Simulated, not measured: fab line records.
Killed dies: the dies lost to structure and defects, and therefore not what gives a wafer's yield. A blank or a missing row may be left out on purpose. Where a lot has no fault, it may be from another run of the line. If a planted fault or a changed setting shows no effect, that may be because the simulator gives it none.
Which tool did it? / flow ritCmos / Sampling: 14 lots, 42 wafers, 4 of 202 route steps

## WHAT THE GAUGES READ, wafer by wafer
RIT_SDANNEAL_RS_MEAS_04: measures by four-point-probe.
lot=L347; measured=day 3 02:15; on=filmMetro-02; PSD_RS (ohm/sq)=114.9 114.4 114.7
lot=L349; measured=day 3 13:44; on=filmMetro-02; PSD_RS (ohm/sq)=114.8 114.8 114.8
lot=L350; measured=day 3 18:32; on=filmMetro-04; PSD_RS (ohm/sq)=114.3 114.1 114.2
lot=L351; measured=day 3 22:41; on=filmMetro-03; PSD_RS (ohm/sq)=115.3 115.2 115.2
lot=L352; measured=day 4 03:43; on=filmMetro-02; PSD_RS (ohm/sq)=115.4 115.1 114.9
lot=L353; measured=day 4 07:13; on=filmMetro-03; PSD_RS (ohm/sq)=115.1 115.3 115.0
lot=L355; measured=day 4 18:50; on=filmMetro-03; PSD_RS (ohm/sq)=114.9 114.9 114.6
lot=L356; measured=day 4 23:03; on=filmMetro-02; PSD_RS (ohm/sq)=114.6 114.5 114.8
lot=L357; measured=day 5 03:19; on=filmMetro-03; PSD_RS (ohm/sq)=114.9 115.1 115.1
lot=L358; measured=day 5 08:34; on=filmMetro-02; PSD_RS (ohm/sq)=115.1 115.1 115.1
lot=L359; measured=day 5 13:59; on=filmMetro-03; PSD_RS (ohm/sq)=115.1 114.9 114.6
lot=L361; measured=day 6 02:13; on=filmMetro-04; PSD_RS (ohm/sq)=92.8 92.9 92.8
lot=L363; measured=day 6 09:37; on=filmMetro-02; PSD_RS (ohm/sq)=93.6 93.7 93.6
lot=L370; measured=day 7 21:14; on=filmMetro-04; PSD_RS (ohm/sq)=114.7 114.7 114.6

RIT_SDANNEAL_RS_MEAS_05: measures by four-point-probe.
lot=L347; measured=day 3 02:22; on=filmMetro-02; NSD_RS (ohm/sq)=84.31 84.47 84.04
lot=L349; measured=day 3 13:52; on=filmMetro-02; NSD_RS (ohm/sq)=85.02 84.97 84.73
lot=L350; measured=day 3 18:39; on=filmMetro-04; NSD_RS (ohm/sq)=84.86 84.82 84.67
lot=L351; measured=day 3 22:48; on=filmMetro-03; NSD_RS (ohm/sq)=84.13 84.54 84.43
lot=L352; measured=day 4 03:50; on=filmMetro-02; NSD_RS (ohm/sq)=84.62 84.47 84.59
lot=L353; measured=day 4 07:20; on=filmMetro-03; NSD_RS (ohm/sq)=84.35 84.28 84.21
lot=L355; measured=day 4 18:57; on=filmMetro-03; NSD_RS (ohm/sq)=84.47 84.59 84.64
lot=L356; measured=day 4 23:10; on=filmMetro-02; NSD_RS (ohm/sq)=84.36 83.83 84.05
lot=L357; measured=day 5 03:26; on=filmMetro-03; NSD_RS (ohm/sq)=84.72 84.70 84.79
lot=L358; measured=day 5 08:41; on=filmMetro-02; NSD_RS (ohm/sq)=84.51 84.56 84.66
lot=L359; measured=day 5 14:06; on=filmMetro-03; NSD_RS (ohm/sq)=84.74 84.63 84.85
lot=L361; measured=day 6 02:20; on=filmMetro-04; NSD_RS (ohm/sq)=83.14 83.42 83.43
lot=L363; measured=day 6 09:44; on=filmMetro-02; NSD_RS (ohm/sq)=83.28 83.48 83.37
lot=L370; measured=day 7 21:22; on=filmMetro-04; NSD_RS (ohm/sq)=84.14 84.34 84.25

RIT_SDANNEAL_RS_MEAS_06: measures by four-point-probe.
lot=L347; measured=day 3 02:29; on=filmMetro-02; PLDD_RS (ohm/sq)=179.1 179.1 179.5
lot=L349; measured=day 3 13:59; on=filmMetro-02; PLDD_RS (ohm/sq)=178.8 178.9 179.9
lot=L350; measured=day 3 18:46; on=filmMetro-04; PLDD_RS (ohm/sq)=179.7 178.6 178.7
lot=L351; measured=day 3 22:55; on=filmMetro-03; PLDD_RS (ohm/sq)=180.0 179.7 179.8
lot=L352; measured=day 4 03:57; on=filmMetro-02; PLDD_RS (ohm/sq)=179.9 179.7 179.6
lot=L353; measured=day 4 07:28; on=filmMetro-03; PLDD_RS (ohm/sq)=179.6 179.9 179.1
lot=L355; measured=day 4 19:04; on=filmMetro-03; PLDD_RS (ohm/sq)=179.8 179.8 179.6
lot=L356; measured=day 4 23:17; on=filmMetro-02; PLDD_RS (ohm/sq)=178.9 178.4 179.4
lot=L357; measured=day 5 03:34; on=filmMetro-03; PLDD_RS (ohm/sq)=179.0 179.1 179.5
lot=L358; measured=day 5 08:49; on=filmMetro-02; PLDD_RS (ohm/sq)=178.8 179.6 179.8
lot=L359; measured=day 5 14:13; on=filmMetro-03; PLDD_RS (ohm/sq)=179.5 179.6 179.5
lot=L361; measured=day 6 02:28; on=filmMetro-04; PLDD_RS (ohm/sq)=159.6 159.2 159.3
lot=L363; measured=day 6 09:52; on=filmMetro-02; PLDD_RS (ohm/sq)=160.7 160.0 160.4
lot=L370; measured=day 7 21:29; on=filmMetro-04; PLDD_RS (ohm/sq)=180.2 179.9 180.3

## EACH LOT AND THE TOOL THAT RAN IT (in order: tool; ch and the chambers of the sampled wafers; start)
lot=L347; RIT_SDANNEAL_RTA_03=rtpAnneal-02 ch 0, day 3 02:10
lot=L349; RIT_SDANNEAL_RTA_03=rtpAnneal-02 ch 0, day 3 13:41
lot=L350; RIT_SDANNEAL_RTA_03=rtpAnneal-01 ch 0, day 3 18:28
lot=L351; RIT_SDANNEAL_RTA_03=rtpAnneal-02 ch 0, day 3 22:37
lot=L352; RIT_SDANNEAL_RTA_03=rtpAnneal-01 ch 0, day 4 03:38
lot=L353; RIT_SDANNEAL_RTA_03=rtpAnneal-02 ch 0, day 4 07:10
lot=L355; RIT_SDANNEAL_RTA_03=rtpAnneal-02 ch 0, day 4 18:46
lot=L356; RIT_SDANNEAL_RTA_03=rtpAnneal-01 ch 0, day 4 22:59
lot=L357; RIT_SDANNEAL_RTA_03=rtpAnneal-02 ch 0, day 5 03:12
lot=L358; RIT_SDANNEAL_RTA_03=rtpAnneal-01 ch 0, day 5 08:31
lot=L359; RIT_SDANNEAL_RTA_03=rtpAnneal-02 ch 0, day 5 13:52
lot=L361; RIT_SDANNEAL_RTA_03=rtpAnneal-02 ch 0, day 6 02:08
lot=L363; RIT_SDANNEAL_RTA_03=rtpAnneal-02 ch 0, day 6 09:32
lot=L370; RIT_SDANNEAL_RTA_03=rtpAnneal-01 ch 0, day 7 21:09
- RIT_SDANNEAL_RTA_03: time 5 s.

## WHAT THE TOOLS THEMSELVES READ (means of the sampled wafers that have a number; where no wafer has one, the mark that the record gives instead)
RIT_SDANNEAL_RTA_03.
lot=L347 tool=rtpAnneal-02 wafer_temp_C_max=1054.3
lot=L349 tool=rtpAnneal-02 wafer_temp_C_max=1053.8
lot=L350 tool=rtpAnneal-01 wafer_temp_C_max=1053.8
lot=L351 tool=rtpAnneal-02 wafer_temp_C_max=1053.4
lot=L352 tool=rtpAnneal-01 wafer_temp_C_max=1053.7
lot=L353 tool=rtpAnneal-02 wafer_temp_C_max=1054.1
lot=L355 tool=rtpAnneal-02 wafer_temp_C_max=1052.0
lot=L356 tool=rtpAnneal-01 wafer_temp_C_max=1052.2
lot=L357 tool=rtpAnneal-02 wafer_temp_C_max=1052.8
lot=L358 tool=rtpAnneal-01 wafer_temp_C_max=1054.0
lot=L359 tool=rtpAnneal-02 wafer_temp_C_max=1052.8
lot=L361 tool=rtpAnneal-02 wafer_temp_C_max=1085.8
lot=L363 tool=rtpAnneal-02 wafer_temp_C_max=1086.3
lot=L370 tool=rtpAnneal-01 wafer_temp_C_max=1052.8

## THE ANSWER, worked out from the rows above alone
Rule: usual is defined by the lots themselves. The widest of any qualifying gaps counts: lots, ordered by their means at a reading, are off when they make up no more than a third of the lots, leave a main group of 4 or more, and stand apart from it by 3 or more times the standard deviation of that group's means. Not used: any main group whose means are identical at the precision the tables above print for the reading. A lot without any number at a reading at which 4 lots or more have one is off too. Where the step has rows for the other lots, those lots are counted as sound. After the gauges, taken in route order, come the tools' own readings; for these a lot's mean is taken, as printed above. The first step at which some lot is off is used, and at that step the reading that is off furthest; a lot without a number counts as furthest.
Off: L361, L363, seen at RIT_SDANNEAL_RS_MEAS_04 (PSD_RS). Main group: mean 114.9 ohm/sq, sd 0.28.
A tool fits if, at a process step before that reading, it ran every lot that is off, and no sound lot after the first of them. Not tried: the gauges at RIT_SDANNEAL_RS_MEAS_04; whatever is off there is also off at RIT_SDANNEAL_RTA_03, on other tools, and gauge error can't account for it. One candidate fits, namely rtpAnneal-02 at RIT_SDANNEAL_RTA_03. Its last sound lot is L359 (day 5 13:52), its first lot that is off L361 (day 6 02:08): a fault that began between those two fits.
The tool's own readings at RIT_SDANNEAL_RTA_03 bear it out: on the lots that are off they differ by more than 5 times the standard deviation of the sound lots' means. wafer_temp_C_max reads 1086.0 there against 1053.3 on the sound lots.

## WHAT THE SIMULATOR HAD PUT IN
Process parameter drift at RIT_SDANNEAL_RTA_03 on rtpAnneal-02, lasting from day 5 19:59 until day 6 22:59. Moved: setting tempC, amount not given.
Shown lots that were struck: L361, L363. The rule above reached the same finding.
